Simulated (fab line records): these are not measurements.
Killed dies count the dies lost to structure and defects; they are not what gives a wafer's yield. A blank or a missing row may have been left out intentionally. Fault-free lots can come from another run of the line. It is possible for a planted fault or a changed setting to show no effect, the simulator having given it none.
Which of the tools did it? | flow berkeley cmos170 | Sampling: 14 lots, 42 wafers, 6 of 331 route steps

WHAT EACH GAUGE READ, for each wafer
UCB170_PWELL_THK_MEAS_03.
lot  | measured    | on            | PWELL_OXIDE_THK (nm)
L248 | day 2 23:28 | film metro-01 | 25.5 25.7 25.2
L247 | day 2 23:28 | film metro-03 | 25.5 25.3 25.4
L249 | day 3 12:39 | film metro-03 | 25.8 25.8 26.0
L250 | day 3 12:40 | film metro-04 | 25.9 26.4 26.8
L252 | day 4 06:20 | film metro-01 | 25.8 26.0 26.3
L255 | day 4 20:54 | film metro-04 | 26.3 26.4 26.1
L256 | day 4 20:54 | film metro-01 | 25.4 25.1 25.2
L257 | day 5 03:05 | film metro-03 | 27.0 27.3 26.8
L260 | day 5 13:17 | film metro-04 | 27.0 27.1 27.0
L261 | day 5 18:32 | film metro-04 | 27.1 26.8 27.2
L263 | day 6 08:35 | film metro-03 | 26.6 26.6 26.0
L264 | day 6 08:38 | film metro-04 | 25.5 25.1 25.3
L265 | day 6 17:40 | film metro-04 | 26.1 26.2 26.5
L268 | day 7 06:35 | film metro-04 | 26.0 26.2 26.3

UCB170_ACTIVE_THK_MEAS_03.
lot  | measured    | on            | ACTIVE_OXIDE_THK (nm)
L248 | day 4 03:20 | film metro-02 | 25.9 25.1 25.5
L247 | day 4 03:20 | film metro-03 | 26.8 26.3 26.4
L249 | day 4 18:53 | film metro-03 | 26.8 26.8 26.8
L250 | day 4 18:55 | film metro-02 | 25.6 26.1 26.1
L252 | day 5 08:55 | film metro-01 | 27.2 27.6 28.0
L255 | day 6 07:14 | film metro-01 | 25.4 25.2 25.7
L256 | day 6 07:14 | film metro-03 | 26.1 26.3 26.4
L257 | day 6 07:18 | film metro-03 | 25.5 25.7 25.9
L260 | day 6 16:59 | film metro-02 | 26.0 26.0 26.0
L261 | day 7 07:36 | film metro-03 | 25.9 25.8 25.6
L263 | day 7 13:23 | film metro-03 | 26.3 26.0 26.3
L264 | day 7 13:23 | film metro-02 | 25.5 25.8 25.7
L265 | day 8 00:51 | film metro-03 | 26.0 25.6 25.9
L268 | day 8 11:54 | film metro-02 | 25.5 25.6 26.1

UCB170_FIELD_THK_MEAS_02.
lot  | measured    | on            | FIELD_OXIDE_THK (nm)
L248 | day 4 18:05 | film metro-04 | 549 550 544
L247 | day 4 18:08 | film metro-03 | 568 568 574
L249 | day 5 11:37 | film metro-04 | 568 578 571
L250 | day 5 11:41 | film metro-04 | 588 580 583
L252 | day 6 00:17 | film metro-04 | 576 559 568
L255 | day 7 03:50 | film metro-03 | 548 560 550
L256 | day 7 03:50 | film metro-04 | 573 572 573
L257 | day 7 03:50 | film metro-01 | 547 559 549
L260 | day 7 09:32 | film metro-04 | 573 562 571
L261 | day 8 03:50 | film metro-04 | 542 544 549
L263 | day 8 03:55 | film metro-04 | 557 550 560
L264 | day 8 03:51 | film metro-03 | 547 550 540
L265 | day 8 15:40 | film metro-01 | 583 583 585
L268 | day 9 00:05 | film metro-03 | 543 547 538

UCB170_PLDD_TW_MEAS_11.
lot  | measured     | on            | PLDD_TW
L248 | day 6 06:35  | film metro-02 | 1005 1006 1015
L247 | day 6 05:58  | film metro-02 | 1006 1005 1005
L249 | day 7 08:04  | film metro-03 | 1006 1009 1005
L250 | day 7 08:21  | film metro-02 | 1018 1018 1016
L252 | day 7 08:27  | film metro-03 | 1001 1003 1000
L255 | day 8 22:17  | film metro-02 | 1005 1008 1008
L256 | day 8 22:26  | film metro-01 | 980 980 975
L257 | day 8 22:47  | film metro-01 | 1012 1009 1009
L260 | day 9 03:26  | film metro-02 | 1010 1008 1013
L261 | day 9 20:16  | film metro-01 | 983 990 984
L263 | day 9 20:01  | film metro-03 | 1001 997 1000
L264 | day 9 19:46  | film metro-02 | 1008 1002 1000
L265 | day 10 10:55 | film metro-01 | 1010 1005 1004
L268 | day 10 11:42 | film metro-01 | 1006 1001 1008

UCB170_SDANNEAL_RS_MEAS_04: measurement is done with a four-point probe.
lot  | measured     | on            | PLDD_RS (ohm/sq)
L248 | day 6 18:35  | film metro-02 | 1034 1033 1038
L247 | day 6 18:46  | film metro-01 | 1026 1028 1028
L249 | day 7 21:28  | film metro-02 | 1033 1036 1036
L250 | day 7 21:50  | film metro-01 | 1032 1027 1031
L252 | day 7 21:58  | film metro-02 | 1036 1038 1039
L255 | day 9 09:02  | film metro-02 | 1034 1030 1032
L256 | day 9 09:41  | film metro-02 | 1108 1111 1112
L257 | day 9 09:56  | film metro-01 | 1029 1031 1028
L260 | day 9 13:44  | film metro-03 | 1033 1034 1032
L261 | day 10 13:16 | film metro-01 | 1108 1111 1109
L263 | day 10 08:53 | film metro-02 | 1034 1034 1037
L264 | day 10 09:53 | film metro-02 | 1035 1037 1038
L265 | day 11 05:23 | film metro-02 | 1034 1034 1034
L268 | day 11 04:48 | film metro-03 | 1029 1034 1028

TOOL THAT RAN EACH LOT (tool first, then ch and the chambers of the sampled wafers, then the start)
lot  | UCB170_PLDD_IMPLANT_09
L248 | implanter-04 ch 0, day 6 06:21
L247 | implanter-02 ch 0, day 6 05:42
L249 | implanter-01 ch 0, day 7 07:49
L250 | implanter-02 ch 0, day 7 08:08
L252 | implanter-01 ch 0, day 7 08:12
L255 | implanter-04 ch 0, day 8 22:04
L256 | implanter-02 ch 0, day 8 22:11
L257 | implanter-04 ch 0, day 8 22:33
L260 | implanter-01 ch 0, day 9 03:12
L261 | implanter-02 ch 0, day 9 20:01
L263 | implanter-04 ch 0, day 9 19:46
L264 | implanter-01 ch 0, day 9 19:32
L265 | implanter-01 ch 0, day 10 10:41
L268 | implanter-04 ch 0, day 10 11:27
- UCB170_PLDD_IMPLANT_09

WHAT THE TOOLS THEMSELVES READ (means of the sampled wafers that have a number; where no wafer has one, the mark that the record gives instead)
The record holds no such reading with a usual standard deviation.

THE ANSWER, worked out from the rows above alone
Rule: what is usual is taken from the lots themselves. Put in order of their means at a reading, lots are off if they are a third of the lots or fewer, leave a main group of 4 or more, and stand apart from it by a gap of 3 or more times the standard deviation of the main group's means; of several such gaps the widest counts. A main group is skipped when, at the precision printed for the reading in the tables above, its means are all equal. A lot without any number at a reading at which 4 lots or more have one is off too. The other lots that the step has rows for count as sound. After the gauges, taken in route order, come the tools' own readings; for these a lot's mean is taken, as printed above. The first step at which some lot is off is used, and at that step the reading that is off furthest; a lot without a number counts as furthest.
Off: at UCB170_PLDD_TW_MEAS_11 (PLDD_TW), L256, L261. The main group: mean 1007, standard deviation 4.5.
A tool fits if, at a process step before that reading, it ran every lot that is off, and no sound lot after the first of them. Gauges at UCB170_PLDD_TW_MEAS_11: tried the same way as those tools. One fits: UCB170_PLDD_IMPLANT_09 on implanter-02. Its last sound lot is L250 (day 7 08:08), its first lot that is off L256 (day 8 22:11): a fault that began between those two fits.

WHAT THE SIMULATOR HAD PUT IN
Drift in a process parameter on implanter-02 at UCB170_PLDD_IMPLANT_09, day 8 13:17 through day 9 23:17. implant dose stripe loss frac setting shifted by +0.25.
Lots struck among those shown: L256, L261. The same result came from the rule above.
